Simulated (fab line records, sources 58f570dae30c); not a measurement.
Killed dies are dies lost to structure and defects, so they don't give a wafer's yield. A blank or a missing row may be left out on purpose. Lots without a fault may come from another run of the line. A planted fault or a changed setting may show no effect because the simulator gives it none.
One fault seen from 2 desks | flow berkeley_cmos170 | each desk has only its own numbers; what lay behind them comes last

THE TOOL OWNER'S DESK: litho_track-04
The tool's own readings at UCB170_M3_COAT_05 (resist thk 900 nm): means of the sampled wafers that have a number, for each lot that ran on this tool. A lot is out of limits, marked OUT, if its mean lies more than 4 standard deviations from the usual mean; the brackets give that distance.
Columns: A = spin_speed_rpm at UCB170_M3_COAT_05, usual 1500.0 rpm
lot  | first seen here | A
L673 | day 8 17:34     | 1499.9
L676 | day 9 01:45     | 1500.4
L679 | day 10 02:01    | 1406.2 (-85) OUT
L678 | day 10 04:32    | 1407.1 (-84) OUT
L692 | day 13 16:33    | 1500.9
This desk's finding: out of limits on L678, L679; first on L679, day 10 02:01 (spin_speed_rpm at UCB170_M3_COAT_05). In limits: L673, L676, L692.

THE METROLOGY DESK
What the gauges read, lot by lot, whatever tool the lot ran on: means of the sampled wafers that have a number. A lot is out of limits, marked OUT, if its mean lies more than 4 standard deviations from the usual mean; the brackets give that distance.
Columns: A = NVT_OVL at UCB170_NVT_OVL_MEAS_06, usual 3 nm; B = NVT_TW at UCB170_NVT_TW_MEAS_09, usual 523
lot  | first seen here | A  | B
L673 | day 6 12:57     | -3 | 521
L676 | day 6 16:24     | -1 | 529
L677 | day 7 02:25     | 6  | 518
L679 | day 7 23:37     | 5  | 519
L678 | day 7 23:37     | 6  | 530
L687 | day 9 00:06     | -6 | 525
L686 | day 9 00:23     | 13 | 520
L690 | day 10 13:18    | 2  | 522
L695 | day 10 22:37    | 7  | 522
L693 | day 10 22:53    | 2  | 521
L692 | day 10 23:00    | 7  | 531
L691 | day 10 23:01    | 3  | 522
L694 | day 10 23:10    | 2  | 522
L696 | day 11 11:23    | -2 | 519
This desk's finding: nothing out of limits on any of the 14 lots.

PUT TOGETHER
The tool owner's desk could have raised an alarm at day 10 02:01, on L678, L679.
The metrology desk saw nothing out of limits.
The metrology desk has L678, L679 on record, within its limits.
Of the lots named, all ran UCB170_M3_COAT_05 on litho_track-04.

WHAT THE SIMULATOR HAD PUT IN
Process parameter drift: litho_track-04, from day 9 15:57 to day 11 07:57, at UCB170_M3_COAT_05. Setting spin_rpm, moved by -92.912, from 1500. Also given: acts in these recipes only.
Lots struck among those shown: L678, L679.
Hours from the fault's start to each desk's first reading out of limits: the tool owner's desk, 10.
